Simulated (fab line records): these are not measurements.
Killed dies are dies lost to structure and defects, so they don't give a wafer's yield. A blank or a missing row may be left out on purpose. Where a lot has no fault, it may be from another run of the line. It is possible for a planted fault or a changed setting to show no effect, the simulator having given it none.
Tool commonality check | flow rit cmos | 15 lots, 45 wafers sampled

== THE REASON FOR OPENING IT ==
RIT_NWELL_OVL_MEAS_06, reading NWELL_OVL: flagged on 3 of 15 lots. Wafers without a fault read 1.1 nm, standard deviation 1.3.
Rule: a lot gets a flag if all its wafers with a number sit over 4 standard deviations from that mean, or if no wafer of it has a number. The other lots count as sound.

lot  | measured    | on         | NWELL_OVL (nm), wafer by wafer | flag
L345 | day 1 20:37 | overlay-02 | 3.2 2.5 0.5                    |
L346 | day 2 01:37 | overlay-01 | 3.3 2.0 2.6                    |
L347 | day 2 07:10 | overlay-01 | 1.8 2.8 -0.4                   |
L348 | day 2 12:39 | overlay-02 | 1.3 1.1 1.2                    |
L349 | day 2 16:35 | overlay-02 | 1.1 -0.5 -0.4                  |
L350 | day 2 21:23 | overlay-02 | -0.7 1.9 0.8                   |
L351 | day 3 02:16 | overlay-02 | 2.2 2.3 2.4                    |
L354 | day 3 18:14 | overlay-02 | -301.1 -302.0 -301.0           | FLAGGED
L355 | day 3 22:11 | overlay-01 | -299.7 -297.4 -299.5           | FLAGGED
L359 | day 4 18:40 | overlay-01 | -298.5 -298.5 -297.7           | FLAGGED
L360 | day 4 23:49 | overlay-01 | 0.9 1.6 1.4                    |
L361 | day 5 05:02 | overlay-01 | -1.1 -0.9 -0.2                 |
L365 | day 6 01:23 | overlay-02 | 0.8 0.9 2.5                    |
L366 | day 6 06:04 | overlay-01 | 0.4 -1.1 1.6                   |
L368 | day 6 16:49 | overlay-01 | 0.4 -0.3 0.9                   |
Flagged lots average -299.5 nm: -300.6 nm relative to the usual, that is -99 or more standard deviations.

== TOOL THAT RAN EACH LOT ==
The record holds 1 process step before the reading, out of a route of 202 steps. In each cell: the tool, then ch and the chambers that the sampled wafers went through, then the start.
lot  | flag    | RIT_NWELL_EXPOSE_03
L345 |         | iline stepper-02 ch 0, day 1 20:12
L346 |         | iline stepper-01 ch 0, day 2 01:14
L347 |         | iline stepper-01 ch 0, day 2 06:44
L348 |         | iline stepper-02 ch 0, day 2 12:14
L349 |         | iline stepper-02 ch 0, day 2 16:10
L350 |         | iline stepper-01 ch 0, day 2 20:55
L351 |         | iline stepper-01 ch 0, day 3 01:50
L354 | FLAGGED | iline stepper-01 ch 0, day 3 17:45
L355 | FLAGGED | iline stepper-01 ch 0, day 3 21:45
L359 | FLAGGED | iline stepper-01 ch 0, day 4 18:15
L360 |         | iline stepper-02 ch 0, day 4 23:24
L361 |         | iline stepper-02 ch 0, day 5 04:37
L365 |         | iline stepper-02 ch 0, day 6 00:58
L366 |         | iline stepper-02 ch 0, day 6 05:40
L368 |         | iline stepper-02 ch 0, day 6 16:23
What the steps here do:
- RIT_NWELL_EXPOSE_03: exposes mask M2, target cd 43900 nm.
- RIT_NWELL_OVL_MEAS_06

== FLAGGED OVER TOTAL, TOOL BY TOOL (the gauges that took the reading come last) ==
step                  | tool             | lots run | flagged | share of the flagged lots | sound lots run after its first flagged lot
RIT_NWELL_EXPOSE_03   | iline stepper-01 | 7        | 3       | all                       | 0
RIT_NWELL_EXPOSE_03   | iline stepper-02 | 8        | 0       | none                      | -
RIT_NWELL_OVL_MEAS_06 | overlay-01       | 8        | 2       | some                      | 4 (L360,L361,L366,L368)
RIT_NWELL_OVL_MEAS_06 | overlay-02       | 7        | 1       | some                      | 1 (L365)

== WHAT THE TABLE PERMITS ==
1 row of the table ran every flagged lot: iline stepper-01 at RIT_NWELL_EXPOSE_03.
- iline stepper-01 at RIT_NWELL_EXPOSE_03: 3 of its 7 lots flagged. A fault beginning between L351 (day 3 01:50), its last sound lot, and L354 (day 3 17:45), its first flagged one, fits the data.
One tool is left: iline stepper-01 at RIT_NWELL_EXPOSE_03.

== WHAT HAD BEEN PUT IN BY THE SIMULATOR ==
Scanner matching overlay: iline stepper-01, from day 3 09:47 on, at RIT_NWELL_EXPOSE_03. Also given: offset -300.
Lots struck among those shown: L354, L355, L359. The rule given above showed the same thing.
